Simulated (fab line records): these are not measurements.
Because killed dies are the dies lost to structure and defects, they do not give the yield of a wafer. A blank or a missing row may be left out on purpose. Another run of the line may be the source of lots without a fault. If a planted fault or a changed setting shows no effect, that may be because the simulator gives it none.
8D (eight disciplines) problem report, filled in by code :: flow berkeleyCmos170 :: the parts of the form that need people (team, actions taken, sign-off) are left out

## 1. THE PROBLEM
stripTimeToEndpointS at UCB170_V1_STRIP_15 reads a mean of 13.96 s on 1 wafer of 1 lot; wafers without a fault read 15.37 s with a standard deviation of 0.11. Measured from the usual mean, that is -13 standard deviations.
The step: strips in O2.
First seen on wafer L611.4, day 8 15:34, on plasmaAsher-02. At this step, 39 wafers from 13 lots have a number in the record. Rule for "out", or "out of limits": more than 4 standard deviations from the usual mean. Any other wafer with a number is counted as sound.

## 2. WHAT IT IS, AND WHAT IT ISN'T
question: which readings at this step
is: stripTimeToEndpointS
is not: chamberPressureMTorr, drypumpMotorCurrentA, oesProductAu

question: which lots
is: L611
is not: L607, L609, L610, L618, L619, L622, L623, L624, L625, L627, L628, L629

question: which wafers of those lots
is: L611.4
is not: L611.5, L611.6

question: read on which tools
is: plasmaAsher-02
is not: plasmaAsher-01, plasmaAsher-04

question: when
is: from day 8 15:34
is not: up to then (8 sound wafers); but 30 sound wafers of L609, L618, L619, L622, L623, L624, L625, L627, L628, L629 came after

## 3. SUSPECTS, AND WHAT RULES EACH OUT
Counting: any tool at a process step up to the reading remains a suspect provided it ran every lot that is out. Sound lots after the first of them don't rule it out here, since some wafers of a struck lot are sound.
- rieDiel-02 at UCB170_V1_ETCH_14 (etches SiO2 in CHF3/CF4/Ar, stops on Al, target depth 1250 nm, time 291 s): kept. The lot that is out, L611, ran on it at day 8 15:21; the last sound lot it ran before that was L610, at day 8 05:50.
- plasmaAsher-02 at UCB170_V1_STRIP_15 (strips in O2): kept. The lot that is out, L611, ran on it at day 8 15:34; the last sound lot it ran before that was L610, at day 8 06:01. On those wafers its own readings are out: stripTimeToEndpointS.
- At UCB170_V1_ETCH_14, inside rieDiel-02: chamber 0 took the wafers that are out, while their sound lot-mates went through chambers 2, 3.
Left after counting: rieDiel-02 at UCB170_V1_ETCH_14, plasmaAsher-02 at UCB170_V1_STRIP_15.

## 4. THE CAUSE (what the simulator had put in)
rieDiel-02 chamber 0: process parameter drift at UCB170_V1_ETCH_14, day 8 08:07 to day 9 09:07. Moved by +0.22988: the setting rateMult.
This tool is one of the 2 suspects left after counting.

## 5. THE EFFECT CHAIN, in route order
Each row: a reading where the mean over the struck wafers with a number is more than 3 standard deviations away from the usual. Readings are gone through only where the record gives a usual standard deviation; hours: the median, over the lots, of the time from a lot's start at the first step in this table giving one to that lot's start at this step; sigmas: the change measured in usual standard deviations.
hours: 0
step: UCB170_V1_STRIP_15
reading: stripTimeToEndpointS
usual: 15.37 s
on struck wafers: 13.96
change: -1.41
sigmas: -13

hours: 10
step: UCB170_M3_PROBE_99
reading: killedOpen
usual: 1.4
on struck wafers: 5.0
change: +3.6
sigmas: +3.3
The process steps in it:
- UCB170_V1_STRIP_15: strips in O2.
- UCB170_M3_PROBE_99
At these later measuring or inspecting steps, every struck wafer for which the step has a row has a number for every such reading, and none has moved that far: UCB170_V1_CD_MEAS_90.

## 6. WHAT WOULD HAVE CAUGHT IT SOONER
In this record no reading fell out of limits until day 8 15:34, 7 hours after the fault had begun at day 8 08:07.
Of the tool readings at UCB170_V1_ETCH_14 for which the record gives a usual standard deviation, none was out on any struck wafer, so an alarm limit of 4 standard deviations on them would not have fired.
By day 8 15:34 the whole set of lots that are out, 1 in number, had already begun UCB170_V1_ETCH_14 on rieDiel-02. Holding the tool at that point would not have protected any of them.
